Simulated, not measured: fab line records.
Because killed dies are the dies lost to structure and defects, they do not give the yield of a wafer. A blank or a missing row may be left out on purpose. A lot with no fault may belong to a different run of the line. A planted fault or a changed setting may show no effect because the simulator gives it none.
Split-lot study || flow berkeley_cmos170 || 23 wafers read across 5 lots, on a route 331 steps long

== THE SPLIT ITSELF ==
At UCB170_M1_EXPOSE_06 (exposes mask METAL1, target cd 700 nm), the setting dose_mj was moved away from the recipe's 21 on 8 of the 23 wafers read, by -5.9% to +2.4%. For the rest of the wafers, this setting stayed at what the recipe calls for.

== FROM THE SPLIT TO THE READING: what the file shows between them, 6 steps ==
- UCB170_M1_PEB_07
- UCB170_M1_DEVELOP_08: develop time 45 s
- UCB170_M1_CD_MEAS_09: target cd 700 nm
- UCB170_M1_ETCH_11: etches BARC in N2/H2
- UCB170_M1_METAL_ETCH_12: etches Al in Cl2/BCl3, stops on PSG, target depth 780 nm, time 130 s
- UCB170_M1_STRIP_13: strips in O2

== THE READING ==
cd_nm, in nm, at UCB170_M1_CD_MEAS_90 (target cd 700 nm). Fault-free wafers of this fab line usually give 699.7 nm, standard deviation 2.8 nm.

{"wafer": "L077.2", "tool, chamber at the split": "krf_scanner-02, 0", "dose_mj as run": 21, "against the recipe": "recipe", "cd_nm, nm": 697.5, "against lot-mates on the recipe": "-"}
{"wafer": "L077.3", "tool, chamber at the split": "krf_scanner-02, 0", "dose_mj as run": 20.08, "against the recipe": "-4.4%", "cd_nm, nm": 707.7, "against lot-mates on the recipe": "+10.2"}
{"wafer": "L077.4", "tool, chamber at the split": "krf_scanner-02, 0", "dose_mj as run": 20.08, "against the recipe": "-4.4%", "cd_nm, nm": 710.2, "against lot-mates on the recipe": "+12.8"}
{"wafer": "L077.5", "tool, chamber at the split": "krf_scanner-02, 0", "dose_mj as run": 20.08, "against the recipe": "-4.4%", "cd_nm, nm": 712.2, "against lot-mates on the recipe": "+14.8"}
{"wafer": "L077.6", "tool, chamber at the split": "krf_scanner-02, 0", "dose_mj as run": 21, "against the recipe": "recipe", "cd_nm, nm": 697.4, "against lot-mates on the recipe": "-"}
{"wafer": "L078.1", "tool, chamber at the split": "krf_scanner-02, 0", "dose_mj as run": 21, "against the recipe": "recipe", "cd_nm, nm": 696.8, "against lot-mates on the recipe": "-"}
{"wafer": "L078.2", "tool, chamber at the split": "krf_scanner-02, 0", "dose_mj as run": 21, "against the recipe": "recipe", "cd_nm, nm": 699.2, "against lot-mates on the recipe": "-"}
{"wafer": "L078.3", "tool, chamber at the split": "krf_scanner-02, 0", "dose_mj as run": 21, "against the recipe": "recipe", "cd_nm, nm": 698.3, "against lot-mates on the recipe": "-"}
{"wafer": "L078.4", "tool, chamber at the split": "krf_scanner-02, 0", "dose_mj as run": 21, "against the recipe": "recipe", "cd_nm, nm": 699.3, "against lot-mates on the recipe": "-"}
{"wafer": "L078.5", "tool, chamber at the split": "krf_scanner-02, 0", "dose_mj as run": 21, "against the recipe": "recipe", "cd_nm, nm": 697.3, "against lot-mates on the recipe": "-"}
{"wafer": "L084.1", "tool, chamber at the split": "krf_scanner-02, 0", "dose_mj as run": 19.77, "against the recipe": "-5.9%", "cd_nm, nm": 711.4, "against lot-mates on the recipe": "+13.7"}
{"wafer": "L084.2", "tool, chamber at the split": "krf_scanner-02, 0", "dose_mj as run": 21, "against the recipe": "recipe", "cd_nm, nm": 696.4, "against lot-mates on the recipe": "-"}
{"wafer": "L084.4", "tool, chamber at the split": "krf_scanner-02, 0", "dose_mj as run": 21, "against the recipe": "recipe", "cd_nm, nm": 695.7, "against lot-mates on the recipe": "-"}
{"wafer": "L084.5", "tool, chamber at the split": "krf_scanner-02, 0", "dose_mj as run": 19.77, "against the recipe": "-5.9%", "cd_nm, nm": 705.9, "against lot-mates on the recipe": "+8.2"}
{"wafer": "L084.6", "tool, chamber at the split": "krf_scanner-02, 0", "dose_mj as run": 21, "against the recipe": "recipe", "cd_nm, nm": 701.1, "against lot-mates on the recipe": "-"}
{"wafer": "L083.1", "tool, chamber at the split": "krf_scanner-02, 0", "dose_mj as run": 21.51, "against the recipe": "+2.4%", "cd_nm, nm": 694.8, "against lot-mates on the recipe": -3.2}
{"wafer": "L083.2", "tool, chamber at the split": "krf_scanner-02, 0", "dose_mj as run": 21, "against the recipe": "recipe", "cd_nm, nm": 698.7, "against lot-mates on the recipe": "-"}
{"wafer": "L083.3", "tool, chamber at the split": "krf_scanner-02, 0", "dose_mj as run": 21.51, "against the recipe": "+2.4%", "cd_nm, nm": 691.1, "against lot-mates on the recipe": -6.9}
{"wafer": "L083.5", "tool, chamber at the split": "krf_scanner-02, 0", "dose_mj as run": 21, "against the recipe": "recipe", "cd_nm, nm": 697.3, "against lot-mates on the recipe": "-"}
{"wafer": "L083.6", "tool, chamber at the split": "krf_scanner-02, 0", "dose_mj as run": 21.51, "against the recipe": "+2.4%", "cd_nm, nm": 693.1, "against lot-mates on the recipe": -4.9}
{"wafer": "L082.2", "tool, chamber at the split": "krf_scanner-02, 0", "dose_mj as run": 21, "against the recipe": "recipe", "cd_nm, nm": 695.3, "against lot-mates on the recipe": "-"}
{"wafer": "L082.4", "tool, chamber at the split": "krf_scanner-02, 0", "dose_mj as run": 21, "against the recipe": "recipe", "cd_nm, nm": 702.3, "against lot-mates on the recipe": "-"}
{"wafer": "L082.5", "tool, chamber at the split": "krf_scanner-02, 0", "dose_mj as run": 21, "against the recipe": "recipe", "cd_nm, nm": 701.3, "against lot-mates on the recipe": "-"}

THE FIT
A straight line over all 23 wafers: cd_nm changes by -2.18 nm for each +1% of dose_mj; r = -0.92; the points scatter about the line by 2.4 nm.
The same after taking each lot's own level away (the mean of its wafers on the recipe; 23 wafers): -2.27 nm for each +1%; r = -0.92; scatter 2.4 nm.
Per that fit: largest dose_mj move, reading shift of 13 nm.
Across the lots, their own levels run from 697.45 to 699.63 nm, a range of 0.8 times the standard deviation given above.
Consequently the slope shifts little with the lot-to-lot level, the two slopes agreeing.
Check: for one of the wafers moved furthest among these (-5.9%), held out of the fit, the line's prediction against its lot-mates is +13.4 nm. Against them it came out at +13.7 nm.

== FURTHER SPLITS ON THESE WAFERS ==
These wafers also went through other splits before the reading. Each is held against what the fit with the lots' levels taken away leaves over:
{"other split on the same wafers": "UCB170_NSD_IMPLANT_08 energy_kev", "wafers away from the commonest value": 10, "r with cd_nm (lot level and that fit taken away)": "+0.19"}
{"other split on the same wafers": "UCB170_BACKSIDE_HMDS_00 prime_time_s", "wafers away from the commonest value": 4, "r with cd_nm (lot level and that fit taken away)": "+0.00"}
{"other split on the same wafers": "UCB170_CONTACT_COAT_10 resist_thk_nm", "wafers away from the commonest value": 10, "r with cd_nm (lot level and that fit taken away)": "+0.22"}
{"other split on the same wafers": "UCB170_M1_SPUTTER_00 power_w", "wafers away from the commonest value": 9, "r with cd_nm (lot level and that fit taken away)": -0.16}

== THE WHOLE CHAIN: every reading that the file lists as answering this split, in the file's order ==
{"step": "UCB170_M1_CD_MEAS_09", "what it does": "target cd 700 nm", "reading": "cd_nm", "change (the file's fit)": "-1.83 nm for each +1% of the setting", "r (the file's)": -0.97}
{"step": "UCB170_M1_ETCH_11", "what it does": "etches BARC in N2/H2", "reading": "M1.cd_nm (the simulator's own value, which no gauge read)", "change (the file's fit)": "-1.9 nm for each +1% of the setting", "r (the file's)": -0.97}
{"step": "UCB170_M1_METAL_ETCH_12", "what it does": "etches Al in Cl2/BCl3, stops on PSG, target depth 780 nm, time 130 s", "reading": "M1.cd_nm (the simulator's own value, which no gauge read)", "change (the file's fit)": "-2.19 nm for each +1% of the setting", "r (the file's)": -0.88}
{"step": "UCB170_M1_CD_MEAS_90", "what it does": "target cd 700 nm", "reading": "cd_nm", "change (the file's fit)": "-2.21 nm for each +1% of the setting", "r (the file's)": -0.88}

== THE FILE'S OWN FIT ==
cd_nm changes by -2.21 nm for each +1% of dose_mj, r = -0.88.
